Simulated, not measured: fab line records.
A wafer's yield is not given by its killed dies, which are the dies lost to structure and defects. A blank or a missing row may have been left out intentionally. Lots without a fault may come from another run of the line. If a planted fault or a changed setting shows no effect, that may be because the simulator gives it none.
Tool commonality check / flow berkeley-cmos170 / Sample size 11 lots and 39 wafers

THE REASON FOR OPENING IT
Of 11 lots, 2 have the reading NWELL_NITRIDE_THK flagged at UCB170_NWELL_THK_MEAS_05. Fault-free wafers read 224.5 nm, with a standard deviation of 2.
Rule: flag the lot when none of its wafers has a number, or when each of its wafers that has one lies beyond 4 standard deviations from that mean. The rest of the lots are taken to be sound.

lot=L657; measured=day 2 04:37; on=film-metro-02; NWELL_NITRIDE_THK (nm), wafer by wafer=222.3 223.4 222.9; flag=
lot=L658; measured=day 2 10:40; on=film-metro-04; NWELL_NITRIDE_THK (nm), wafer by wafer=223.4 225.1 222.8; flag=
lot=L659; measured=day 2 17:28; on=film-metro-03; NWELL_NITRIDE_THK (nm), wafer by wafer=226.8 226.3 226.8; flag=
lot=L662; measured=day 3 00:20; on=film-metro-03; NWELL_NITRIDE_THK (nm), wafer by wafer=223.1 225.1 221.6; flag=
lot=L663; measured=day 3 06:27; on=film-metro-02; NWELL_NITRIDE_THK (nm), wafer by wafer=224.1 222.6 223.0; flag=
lot=L664; measured=day 3 21:43; on=film-metro-02; NWELL_NITRIDE_THK (nm), wafer by wafer=239.1 238.5 237.2 239.4 238.6 236.8; flag=FLAGGED
lot=L665; measured=day 4 01:59; on=film-metro-04; NWELL_NITRIDE_THK (nm), wafer by wafer=223.6 223.5 224.5; flag=
lot=L666; measured=day 4 07:27; on=film-metro-04; NWELL_NITRIDE_THK (nm), wafer by wafer=236.9 236.8 237.2 236.6 237.2 237.2; flag=FLAGGED
lot=L669; measured=day 4 18:33; on=film-metro-02; NWELL_NITRIDE_THK (nm), wafer by wafer=225.5 222.0 223.4; flag=
lot=L670; measured=day 5 03:52; on=film-metro-04; NWELL_NITRIDE_THK (nm), wafer by wafer=223.9 223.5 222.4; flag=
lot=L680; measured=day 7 05:53; on=film-metro-02; NWELL_NITRIDE_THK (nm), wafer by wafer=219.9 221.8 220.1; flag=
The mean of the flagged lots' numbers is 237.6 nm, +13.1 nm from the usual (+7 standard deviations).

WHICH TOOL RAN EACH LOT
The record holds 1 process step before the reading, out of a route of 331 steps. In each cell: the tool, then ch and the chambers that the sampled wafers went through, then the start.
lot=L657; flag=; UCB170_NWELL_CVD_04=lpcvd-01 ch 1, day 2 02:40
lot=L658; flag=; UCB170_NWELL_CVD_04=lpcvd-02 ch 0, day 2 08:43
lot=L659; flag=; UCB170_NWELL_CVD_04=lpcvd-02 ch 0, day 2 15:31
lot=L662; flag=; UCB170_NWELL_CVD_04=lpcvd-01 ch 1, day 2 22:25
lot=L663; flag=; UCB170_NWELL_CVD_04=lpcvd-01 ch 0, day 3 04:31
lot=L664; flag=FLAGGED; UCB170_NWELL_CVD_04=lpcvd-01 ch 1, day 3 19:47
lot=L665; flag=; UCB170_NWELL_CVD_04=lpcvd-02 ch 1, day 4 00:04
lot=L666; flag=FLAGGED; UCB170_NWELL_CVD_04=lpcvd-01 ch 1, day 4 05:31
lot=L669; flag=; UCB170_NWELL_CVD_04=lpcvd-02 ch 0, day 4 16:34
lot=L670; flag=; UCB170_NWELL_CVD_04=lpcvd-01 ch 0, day 5 01:55
lot=L680; flag=; UCB170_NWELL_CVD_04=lpcvd-01 ch 0, day 7 03:56
What the steps here do:
- UCB170_NWELL_CVD_04: deposits Si3N4 from SiH2Cl2/NH3, target thk 224 nm, time 3360 s.
- UCB170_NWELL_THK_MEAS_05

FLAGGED OVER TOTAL, TOOL BY TOOL (the gauges that took the reading come last)
step=UCB170_NWELL_CVD_04; tool=lpcvd-01; lots run=7; flagged=2; share of the flagged lots=all; sound lots run after its first flagged lot=2 (L670,L680)
step=UCB170_NWELL_CVD_04; tool=lpcvd-02; lots run=4; flagged=0; share of the flagged lots=none; sound lots run after its first flagged lot=-
step=UCB170_NWELL_THK_MEAS_05; tool=film-metro-02; lots run=5; flagged=1; share of the flagged lots=some; sound lots run after its first flagged lot=2 (L669,L680)
step=UCB170_NWELL_THK_MEAS_05; tool=film-metro-03; lots run=2; flagged=0; share of the flagged lots=none; sound lots run after its first flagged lot=-
step=UCB170_NWELL_THK_MEAS_05; tool=film-metro-04; lots run=4; flagged=1; share of the flagged lots=some; sound lots run after its first flagged lot=1 (L670)

THE TABLE: WHAT IT ALLOWS
1 row of the table ran every flagged lot: lpcvd-01 at UCB170_NWELL_CVD_04.
- lpcvd-01 at UCB170_NWELL_CVD_04 ran 7 lots, 2 of them flagged. Sound lots ran on it after the first flagged one (L670, L680), which a lasting fault on the whole tool wouldn't allow. Its own readings lie more than 4 standard deviations out on every wafer of the flagged lots: sih2cl2-flow-sccm.
There is no row in the table that ran each flagged lot and no sound lot after the first.

WHAT THE SIMULATOR HAD PUT IN
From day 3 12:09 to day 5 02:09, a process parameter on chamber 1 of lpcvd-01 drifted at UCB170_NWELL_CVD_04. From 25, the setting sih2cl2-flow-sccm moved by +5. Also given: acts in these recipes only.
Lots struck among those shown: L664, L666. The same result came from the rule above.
